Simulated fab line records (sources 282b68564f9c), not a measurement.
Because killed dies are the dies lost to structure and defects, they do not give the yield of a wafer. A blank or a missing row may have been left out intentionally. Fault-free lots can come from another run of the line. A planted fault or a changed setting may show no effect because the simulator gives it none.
2 desks looking at one fault | flow ritCmos | each desk holds nothing but its own numbers, with what lay behind them at the end

## FOR THE TOOL OWNER'S DESK: implanter-04
The tool's own readings at RIT_NLDD_IMPLANT_08: means of the sampled wafers that have a number, for each lot that ran on this tool. Marked OUT: a lot whose mean sits more than 4 standard deviations from the usual mean, which makes it out of limits; the brackets give that distance.
Columns: A = tiltDeg at RIT_NLDD_IMPLANT_08, usual 6.998 degrees
lot  | first seen here | A
L874 | day 3 13:59     | 7.014
L876 | day 4 01:11     | 6.995
L879 | day 4 06:33     | 6.964
L885 | day 5 07:11     | 3.085 (-99 or more) OUT
L886 | day 5 11:46     | 3.097 (-99 or more) OUT
Finding of this desk: L885, L886 out of limits; the first was L885 at day 5 07:11, on tiltDeg at RIT_NLDD_IMPLANT_08. In limits: L874, L876, L879.

## THE METROLOGY DESK
Lot by lot, what the gauges showed, no matter which tool ran the lot: averages of those sampled wafers that carry a number. Marked OUT: a lot whose mean sits more than 4 standard deviations from the usual mean, which makes it out of limits; the brackets give that distance.
Columns: A = NLDD_RS at RIT_SDANNEAL_RS_MEAS_07, usual 151.6 ohm/sq
lot  | first seen here | A
L874 | day 3 22:25     | 151.9
L875 | day 4 05:12     | 151.0
L876 | day 4 10:13     | 150.9
L877 | day 4 10:22     | 151.6
L879 | day 4 15:07     | 152.2
L881 | day 4 21:40     | 151.9
L887 | day 6 01:31     | 151.6
L888 | day 6 08:05     | 151.4
L890 | day 6 14:03     | 151.4
L892 | day 7 03:00     | 151.9
L894 | day 7 09:08     | 150.9
L897 | day 8 01:42     | 151.4
This desk's finding: nothing out of limits on any of the 12 lots.

## BROUGHT TOGETHER
The tool owner's desk could have raised an alarm at day 5 07:11, on L885, L886.
The metrology desk saw nothing out of limits.
The metrology desk has no number on record for L885, L886.
Every lot named ran RIT_NLDD_IMPLANT_08 on implanter-04.

## WHAT THE SIMULATOR HAD INSERTED
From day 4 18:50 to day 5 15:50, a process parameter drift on implanter-04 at RIT_NLDD_IMPLANT_08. From 7, the setting tiltDeg moved by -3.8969. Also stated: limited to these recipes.
Lots struck among those shown: L885, L886.
Each desk's first reading out of limits, in hours after the fault started: the tool owner's desk, 12.
